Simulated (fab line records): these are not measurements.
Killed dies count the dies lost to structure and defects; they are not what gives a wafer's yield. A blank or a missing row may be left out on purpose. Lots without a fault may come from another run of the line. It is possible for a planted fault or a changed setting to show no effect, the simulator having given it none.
Which tool did it?    flow berkeley-cmos170    7 lots with 21 wafers sampled at 2 steps, on a route of 331 steps

## WHAT EACH GAUGE READ, for each wafer
UCB170_CONTACT_OVL_MEAS_16.
lot   measured      on          CONTACT_OVL (nm)
L868  day 9 11:29   overlay-01  -5 -4 -1
L871  day 10 01:19  overlay-02  6 2 2
L870  day 10 01:17  overlay-01  -1 -1 4
L881  day 11 19:27  overlay-02  3 2 6
L882  day 11 20:17  overlay-02  7 4 -3
L886  day 12 08:08  overlay-02  5 3 12
L890  day 13 05:31  overlay-02  -2 -3 2

## WHAT TOOL EACH LOT RAN ON (gives the tool, then ch and the chambers of the sampled wafers, and finally the start)
lot   UCB170_PLDD_SOFTBAKE_02
L868  litho-track-03 ch 0, day 8 12:49
L871  litho-track-03 ch 0, day 9 00:10
L870  litho-track-04 ch 0, day 9 00:18
L881  litho-track-04 ch 0, day 10 20:41
L882  litho-track-04 ch 0, day 10 21:34
L886  litho-track-02 ch 0, day 11 06:05
L890  litho-track-03 ch 0, day 12 08:54
- UCB170_PLDD_SOFTBAKE_02: time 60 s.

## THE ANSWER, worked out from the rows above alone
Rule: the lots themselves supply what counts as usual. The widest of any qualifying gaps counts: lots, ordered by their means at a reading, are off when they make up no more than a third of the lots, leave a main group of 4 or more, and stand apart from it by 3 or more times the standard deviation of that group's means. If all means in a main group match to the digits the tables above print for the reading, that group is not used. Also off: a lot with no number at a reading for which 4 or more lots have one. Any other lot the step has rows for is counted as sound.
Nothing can be told from this: no lot is off at any reading shown.

## WHAT HAD BEEN PUT IN BY THE SIMULATOR
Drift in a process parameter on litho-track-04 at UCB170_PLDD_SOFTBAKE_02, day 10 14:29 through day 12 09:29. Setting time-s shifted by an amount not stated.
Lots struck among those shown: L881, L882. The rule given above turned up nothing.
